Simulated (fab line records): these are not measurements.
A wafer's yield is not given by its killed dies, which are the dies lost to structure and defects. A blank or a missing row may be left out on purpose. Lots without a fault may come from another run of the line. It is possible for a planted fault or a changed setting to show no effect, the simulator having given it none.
Split-lot study + flow rit-cmos + 23 wafers read from 5 lots, route of 202 steps

ABOUT THE SPLIT
At RIT_SDANNEAL_CLEAN_01 (cleans in dHF, time 30 s), the setting time-s was moved away from the recipe's 30 s on 15 of the 23 wafers read, by -12.0% to +5.8%. The other wafers ran this setting at the recipe's value.

The reading is taken at the split's own step.

THE READING
Si3N4_of_SPACER_CVD_03.thk-nm (the simulator's own value, which no gauge read), in nm, at RIT_SDANNEAL_CLEAN_01 (cleans in dHF, time 30 s). The file does not state a usual value for it. The 8 wafers here that ran the recipe average 166.6 nm, standard deviation 20 nm.

| wafer  | tool, chamber at the split | time-s as run, s | against the recipe | Si3N4_of_SPACER_CVD_03.thk-nm, nm | against lot-mates on the recipe |
|--------|----------------------------|------------------|--------------------|-----------------------------------|---------------------------------|
| L077.1 | -, -                       | 26.4             | -12.0%             | 248.6                             | no lot-mate on the recipe       |
| L077.2 | -, -                       | 26.4             | -12.0%             | 247.1                             | no lot-mate on the recipe       |
| L077.3 | -, -                       | 26.4             | -12.0%             | 250.8                             | no lot-mate on the recipe       |
| L077.4 | -, -                       | 26.4             | -12.0%             | 251.2                             | no lot-mate on the recipe       |
| L077.6 | -, -                       | 26.4             | -12.0%             | 247.8                             | no lot-mate on the recipe       |
| L076.2 | wet-bench-04, 3            | 30               | recipe             | 192.7                             | -                               |
| L076.3 | wet-bench-04, 3            | 30               | recipe             | 191.5                             | -                               |
| L076.4 | wet-bench-04, 3            | 30               | recipe             | 192.5                             | -                               |
| L080.2 | -, -                       | 27.71            | -7.6%              | 190.9                             | no lot-mate on the recipe       |
| L080.3 | -, -                       | 27.71            | -7.6%              | 191.6                             | no lot-mate on the recipe       |
| L080.4 | -, -                       | 27.71            | -7.6%              | 193                               | no lot-mate on the recipe       |
| L080.5 | -, -                       | 27.71            | -7.6%              | 191.1                             | no lot-mate on the recipe       |
| L080.6 | -, -                       | 27.71            | -7.6%              | 191.9                             | no lot-mate on the recipe       |
| L082.1 | -, -                       | 30               | recipe             | 150.6                             | -                               |
| L082.5 | -, -                       | 30               | recipe             | 150.6                             | -                               |
| L082.2 | -, -                       | 30               | recipe             | 151.8                             | -                               |
| L082.3 | -, -                       | 30               | recipe             | 150.8                             | -                               |
| L082.4 | -, -                       | 30               | recipe             | 152.2                             | -                               |
| L085.1 | -, -                       | 31.73            | +5.8%              | 151.7                             | no lot-mate on the recipe       |
| L085.2 | -, -                       | 31.73            | +5.8%              | 149.4                             | no lot-mate on the recipe       |
| L085.3 | -, -                       | 31.73            | +5.8%              | 152.1                             | no lot-mate on the recipe       |
| L085.4 | -, -                       | 31.73            | +5.8%              | 152.3                             | no lot-mate on the recipe       |
| L085.6 | -, -                       | 31.73            | +5.8%              | 148.8                             | no lot-mate on the recipe       |

FIT RESULTS
A straight line over all 23 wafers: Si3N4_of_SPACER_CVD_03.thk-nm changes by -5.14 nm for each +1% of time-s; r = -0.89; the points scatter about the line by 18 nm.
Too few moved wafers have a lot-mate on the recipe to fit a line with each lot's own level taken away.

FILE'S OWN FIT
Si3N4_of_SPACER_CVD_03.thk-nm changes by -5.14 nm for each +1% of time-s, r = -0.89.
